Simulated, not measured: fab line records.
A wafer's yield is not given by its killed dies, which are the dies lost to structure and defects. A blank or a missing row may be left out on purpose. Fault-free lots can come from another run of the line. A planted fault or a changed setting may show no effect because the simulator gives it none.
One fault seen from 2 desks / flow berkeleyCmos170 / every desk sees just its own numbers, and what lay behind them comes last

## TOOL OWNER'S DESK, krfScanner-02
The tool's own readings at UCB170_M3_EXPOSE_12 (exposes mask METAL3, target cd 700 nm): means of the sampled wafers that have a number, for each lot that ran on this tool. If a lot's mean is further than 4 standard deviations from the usual mean, the lot is out of limits and carries the mark OUT (the distance appears in the brackets).
Columns: A = exposureDoseMJCm2 at UCB170_M3_EXPOSE_12, usual 25.953; B = reticleTempC at UCB170_M3_EXPOSE_12, usual 23.02 C; C = stageVelMmS at UCB170_M3_EXPOSE_12, usual 500.04 mm/s
lot=L603; first seen here=day 8 23:08; A=25.977; B=23.09; C=500.03
lot=L604; first seen here=day 9 03:16; A=25.928; B=22.99; C=500.18
lot=L605; first seen here=day 9 07:38; A=25.973; B=22.89; C=500.57
lot=L606; first seen here=day 9 10:31; A=25.968; B=23.08; C=499.99
lot=L610; first seen here=day 10 08:22; A=25.981; B=23.08; C=500.09
lot=L609; first seen here=day 10 11:55; A=25.973; B=23.06; C=499.96
lot=L611; first seen here=day 11 01:27; A=25.937; B=23.01; C=500.11
lot=L615; first seen here=day 12 01:34; A=25.962; B=23.07; C=500.18
lot=L622; first seen here=day 13 06:19; A=25.919; B=22.98; C=499.54
lot=L619; first seen here=day 13 10:52; A=25.958; B=23.19; C=500.19
lot=L620; first seen here=day 13 13:20; A=25.959; B=22.93; C=500.12
lot=L623; first seen here=day 13 14:10; A=25.947; B=22.87; C=500.12
Finding of this desk: none of the 12 lots has anything out of limits.

## FROM THE METROLOGY DESK
What the gauges read, lot by lot, whatever tool the lot ran on: means of the sampled wafers that have a number. If a lot's mean is further than 4 standard deviations from the usual mean, the lot is out of limits and carries the mark OUT (the distance appears in the brackets).
Columns: A = M3_OVL at UCB170_M3_OVL_MEAS_16, usual 0 nm; B = M3_BOW at UCB170_M3_BOW_MEAS_20, usual 35 um
lot=L603; first seen here=day 9 00:11; A=-0; B=31
lot=L604; first seen here=day 9 03:47; A=2; B=40
lot=L605; first seen here=day 9 08:17; A=-3; B=33
lot=L606; first seen here=day 9 11:01; A=2; B=29
lot=L610; first seen here=day 10 09:13; A=-7; B=37
lot=L609; first seen here=day 10 12:23; A=-3; B=41
lot=L611; first seen here=day 11 01:58; A=0; B=39
lot=L616; first seen here=day 11 23:48; A=1; B=33
lot=L615; first seen here=day 12 02:11; A=5; B=34
lot=L618; first seen here=day 12 14:26; A=3; B=32
lot=L617; first seen here=day 12 18:29; A=1; B=36
lot=L622; first seen here=day 13 07:35; A=-3; B=38
lot=L619; first seen here=day 13 12:39; A=61 (+12) OUT; B=31
lot=L620; first seen here=day 13 13:51; A=64 (+13) OUT; B=28
lot=L623; first seen here=day 13 15:05; A=68 (+14) OUT; B=29
Finding of this desk: L619, L620, L623 out of limits, first seen on L619 at day 13 12:39 (M3_OVL at UCB170_M3_OVL_MEAS_16). L603, L604, L605, L606, L610, L609, L611, L616, L615, L618, L617, L622 stayed within limits.

## ALL TOGETHER
L619, L620, L623 would have let the metrology desk raise an alarm at day 13 12:39.
The desk of the tool owner found nothing out of limits.
On record at the tool owner's desk: L619, L620, L623, within its limits.
All the named lots went through UCB170_M3_EXPOSE_12 on krfScanner-02.

## WHAT THE SIMULATOR HAD INSERTED
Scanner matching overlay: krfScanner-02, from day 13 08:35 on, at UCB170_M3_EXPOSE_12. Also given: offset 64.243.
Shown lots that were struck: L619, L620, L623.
Hours from the fault's start to each desk's first reading out of limits: the metrology desk, 4.
